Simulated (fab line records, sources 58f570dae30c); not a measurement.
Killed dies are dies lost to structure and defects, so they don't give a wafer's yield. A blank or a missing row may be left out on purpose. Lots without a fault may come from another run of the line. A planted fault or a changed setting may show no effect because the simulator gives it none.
One fault seen from 2 desks | flow berkeley_cmos170 | each desk has only its own numbers; what lay behind them comes last

THE METROLOGY DESK
What the gauges read, lot by lot, whatever tool the lot ran on: means of the sampled wafers that have a number. A lot is out of limits, marked OUT, if its mean lies more than 4 standard deviations from the usual mean; the brackets give that distance.
Columns: A = PLDD_TW at UCB170_PLDD_TW_MEAS_11, usual 1010; B = NSD_TW at UCB170_NSD_TW_MEAS_10, usual 4181; C = NSD_RS at UCB170_SDANNEAL_RS_MEAS_03, usual 37.25 ohm/sq
lot  | first seen here | A    | B    | C
L347 | day 7 22:37     | 1006 | 4150 | 37.22
L349 | day 7 22:53     | 1012 | 4202 | 37.26
L348 | day 7 22:54     | 1014 | 4170 | 37.27
L352 | day 8 18:28     | 1014 | 4196 | 37.24
L354 | day 9 11:24     | 1003 | 4198 | 37.27
L357 | day 9 19:53     | 1013 | 4236 | 34.34 (-34) OUT
L358 | day 10 05:37    | 1019 | 4296 | 34.23 (-35) OUT
L359 | day 10 05:52    | 1015 | 4212 | 37.32
L363 | day 11 14:14    | 1002 | 4218 | 37.29
L366 | day 11 14:35    | 1012 | 4223 | 37.21
L365 | day 11 14:52    | 1012 | 4153 | 37.20
L364 | day 11 15:00    | 1003 | 4147 | 37.32
L368 | day 11 17:43    | 1012 | 4190 | 37.41
L369 | day 11 18:01    | 999  | 4214 | 37.25
This desk's finding: out of limits on L357, L358; first on L357, day 10 10:22 (NSD_RS at UCB170_SDANNEAL_RS_MEAS_03). In limits: L347, L349, L348, L352, L354, L359, L363, L366, L365, L364, L368, L369.

THE TOOL OWNER'S DESK: implanter-04
The tool's own readings at UCB170_NSD_IMPLANT_08: means of the sampled wafers that have a number, for each lot that ran on this tool. A lot is out of limits, marked OUT, if its mean lies more than 4 standard deviations from the usual mean; the brackets give that distance.
Columns: A = beam_energy_keV at UCB170_NSD_IMPLANT_08, usual 40.001; B = beam_on_s at UCB170_NSD_IMPLANT_08, usual 9.99 s; C = dose_ions_cm2 at UCB170_NSD_IMPLANT_08, usual 3.001e+15; D = faraday_current_uA at UCB170_NSD_IMPLANT_08, usual 9265
lot  | first seen here | A      | B     | C                           | D
L348 | day 8 13:07     | 40.020 | 10.03 | 3.002e+15                   | 9238
L352 | day 9 06:49     | 39.996 | 10.11 | 2.996e+15                   | 9143
L354 | day 9 23:14     | 39.999 | 10.02 | 3.001e+15                   | 9229
L357 | day 10 08:51    | 39.995 | 9.94  | 3.665e+15 (+99 or more) OUT | 11332 (+11) OUT
L358 | day 10 22:15    | 39.996 | 10.03 | 3.665e+15 (+99 or more) OUT | 11221 (+10) OUT
This desk's finding: out of limits on L357, L358; first on L357, day 10 08:51 (dose_ions_cm2 at UCB170_NSD_IMPLANT_08). In limits: L348, L352, L354.

PUT TOGETHER
The tool owner's desk could have raised an alarm at day 10 08:51, on L357, L358.
The metrology desk could have raised an alarm at day 10 10:22, on L357, L358.
Of the lots named, all ran UCB170_NSD_IMPLANT_08 on implanter-04.

WHAT THE SIMULATOR HAD PUT IN
Process parameter drift: implanter-04, from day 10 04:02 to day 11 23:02, at UCB170_NSD_IMPLANT_08. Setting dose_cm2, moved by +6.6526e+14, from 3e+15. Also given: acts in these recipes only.
Lots struck among those shown: L357, L358.
Hours from the fault's start to each desk's first reading out of limits: the tool owner's desk, 5; the metrology desk, 6.
